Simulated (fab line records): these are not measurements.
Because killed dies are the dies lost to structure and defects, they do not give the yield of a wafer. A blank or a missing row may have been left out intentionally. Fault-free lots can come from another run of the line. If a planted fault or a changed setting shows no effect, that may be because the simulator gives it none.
fab line records | flow berkeleyCmos170
record lots=7 wafers=21 lastDay=12
route steps=331 shown WELLDRIVE@59 ACTIVE@60
lots that met no fault: from a run of the same line without faults
startH: hours from the record's opening day to when the first of the lot's shown wafers began | waitH: hours since the lot's step before | " the same as in the row above | L1.1+2: a single row standing in for several wafers | - value missing, or start not given | * or withheld: withheld | < > ~ a bound
route shown NAME@n: NAME is a module with steps in the file, n the number in the route of the first one | usual: mean/standard deviation taken from wafers without a fault | same: alike in all rows | chamber/n: place in a boat | sites: per-site readings | _std_site: how widely they spread, as a standard deviation | _edge_site: outer sites' mean less inner sites' | radiusMm: for every site, how far away it sits from the centre of the wafer | mask NAME#n: copy n | behind: tool/chamber where the wafer was last shaped | hold: what put the lot on hold/how long, in hours/how the hold closed | device: transistor that didn't switch, given as n, p or np | end of line: at the end of the route, the tests of the same wafers | a step given without rows: its recipe and nothing more | killed: dies that structure and defects cost at the first sort, which is not the same as the wafer's yield | map: the dies of a wafer, with x for killed, . for not killed, _ for no die there
set.NAME: the setting the step ran with; set.NAME@STEP: the setting that earlier step ran with | model.NAME: the simulator's own value behind a step, which no gauge read
lots seen at some steps along the route; tables by step, rows by wafer
## steps
# step UCB170_WELLDRIVE_WET_ETCH_04
# recipe chemistry=BOE dilution=5:1 target=SiO2 tempC=25 timeS=120
# step UCB170_ACTIVE_CLEAN_00
# recipe chemistry=SPM tempC=120 timeS=600
# step UCB170_ACTIVE_CLEAN_01
# recipe chemistry=dHF dilution=25:1 timeS=60
# step UCB170_ACTIVE_OXIDATION_02
# recipe tempC=1000 ambient=O2 targetThkA=264 oxTimeS=1260
# step UCB170_ACTIVE_THK_MEAS_03
# recipe reads=SiO2_of_ACTIVE_OXIDATION_02
# usual ACTIVE_OXIDE_THK=26.7/0.49
# columns lot.wafer tool chamber startH waitH ACTIVE_OXIDE_THK[nm]
L690.1 filmMetro-02 - 101.91 0.1 26.5
L690.3 " - " " 26.2
L690.5 " - " " 26.3
L696.1 filmMetro-04 - 124.48 0.0 26.2
L696.5 " - " " 26.8
L696.6 " - " " 26.2
L695.3 filmMetro-02 - 124.50 0.0 27.6
L695.4 " - " " 27.3
L695.6 " - " " 27.0
L698.1 filmMetro-02 - 124.54 0.1 26.9
L698.5 " - " " 27.5
L698.6 " - " " 27.3
L699.1 filmMetro-04 - 148.77 0.0 26.1
L699.2 " - " " 25.7
L699.4 " - " " 26.3
L708.2 filmMetro-03 - 187.58 0.0 25.9
L708.3 " - " " 25.8
L708.5 " - " " 25.4
L707.3 filmMetro-04 - 187.59 0.0 27.2
L707.4 " - " " 27.1
L707.6 " - " " 27.5
# step UCB170_ACTIVE_ANNEAL_04
# recipe tempC=1000 timeS=900 ambient=N2
# step UCB170_ACTIVE_CVD_05
# recipe material=Si3N4 targetThkNm=220 tempC=800 precursor=SiH2Cl2/NH3 timeS=3300 pressureMtorr=200 sih2cl2FlowSccm=25 nh3FlowSccm=75
# step UCB170_ACTIVE_THK_MEAS_06
# recipe reads=Si3N4_of_ACTIVE_CVD_05
# usual ACTIVE_NITRIDE_THK=219.7/1.7
# columns lot.wafer tool chamber startH waitH ACTIVE_NITRIDE_THK[nm]
L690.1 filmMetro-04 - 111.45 0.0 220.7
L690.3 " - " " 220.2
L690.5 " - " " 219.3
L696.1 filmMetro-03 - 132.27 0.0 219.3
L696.5 " - " " 219.7
L696.6 " - " " 217.4
L695.3 filmMetro-02 - 132.29 0.0 223.8
L695.4 " - " " 223.1
L695.6 " - " " 222.9
L698.1 filmMetro-04 - 132.32 0.1 223.6
L698.5 " - " " 223.5
L698.6 " - " " 223.7
L699.1 filmMetro-04 - 155.05 0.0 218.9
L699.2 " - " " 219.3
L699.4 " - " " 218.5
L708.2 filmMetro-02 - 195.62 0.0 221.2
L708.3 " - " " 220.6
L708.5 " - " " 220.6
L707.3 filmMetro-04 - 195.63 0.0 218.7
L707.4 " - " " 218.8
L707.6 " - " " 217.9
# step UCB170_ACTIVE_HMDS_07
# recipe primeTimeS=60 primeTempC=100
# step UCB170_ACTIVE_COAT_08
# recipe resist=KrF spinRpm=1500 resistThkNm=900
# step UCB170_ACTIVE_SOFTBAKE_09
# recipe resist=KrF tempC=130 timeS=58.8
# step UCB170_ACTIVE_EXPOSE_10
# recipe maskId=ACTIVE targetCdNm=1200 na=0.5 sigmaOuter=0.6 sourceShape=conventional doseMj=20
# step UCB170_ACTIVE_PEB_11
# recipe pebTempC=130 pebTimeS=withheld resist=KrF
# usual chillPlateTempC=23.00/0.1 exhaustPa=45.2/0.92 heaterPowerTotalW=56.80/0.04
# columns lot.wafer tool chamber startH waitH chillPlateTempC exhaustPa heaterPowerTotalW
L690.1 lithoTrack-02 0 112.45 0.1 23.10 46.2 56.82
L690.3 " 0 " " 23.00 45.0 56.80
L690.5 " 0 " " 23.02 45.2 56.85
L696.1 lithoTrack-01 - 133.23 0.2 - - -
L696.5 " - " " - - -
L696.6 " - " " - - -
L695.3 lithoTrack-04 - 133.27 0.4 - - -
L695.4 " - " " - - -
L695.6 " - " " - - -
L698.1 lithoTrack-02 - 133.47 0.1 - - -
L698.5 " - " " - - -
L698.6 " - " " - - -
L699.1 lithoTrack-01 0 156.63 0.3 22.91 45.1 56.85
L699.2 " 0 " " 22.85 45.5 56.80
L699.4 " 0 " " 22.84 45.5 56.84
L708.2 lithoTrack-02 0 196.68 0.5 22.87 43.5 56.85
L708.3 " 0 " " 22.97 44.1 56.79
L708.5 " 0 " " 22.90 44.8 56.78
L707.3 lithoTrack-02 0 196.98 0.6 22.95 45.5 56.87
L707.4 " 0 " " 23.03 44.5 56.78
L707.6 " 0 " " 22.97 46.8 56.82
# step UCB170_ACTIVE_DEVELOP_12
# recipe developer=TMAH developTimeS=45 resist=KrF devTempC=21
## key
firstSign step=UCB170_ACTIVE_PEB_11 reading=toolRecord direction=missing
effect none on later readings
metAt UCB170_ACTIVE_PEB_11
struckWafers L695.3,L695.4,L695.6,L696.1,L696.5,L696.6,L698.1,L698.5,L698.6
laterRowsLeftOut L695.3,L695.4,L695.6,L696.1,L696.5,L696.6,L698.1,L698.5,L698.6
sortLeftOut L695.3,L695.4,L695.6,L696.1,L696.5,L696.6,L698.1,L698.5,L698.6
testerLeftOut L695,L696,L698
onsetBetween 112.45 133.23
fault kind=skippedStepWhole tool=lithoTrack-01,lithoTrack-02,lithoTrack-04 chamber=- onsetH=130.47 steps=UCB170_ACTIVE_PEB_11 scope=struckLotsOnly
# testerLeftOut: of these lots the tester's yield and bins aren't shown, on N5 and GAA mostly nor the transistor test; their killed dies are dies lost to structure and defects alone, not to doping, threshold or leakage, so they don't give the yield
# sortLeftOut: the simulated sort isn't trusted on such a fault, so these wafers' sort isn't shown, and their yield isn't known
# laterRowsLeftOut: the simulator's readings of these wafers behind a module that went badly wrong aren't trusted and aren't shown, but for the sort
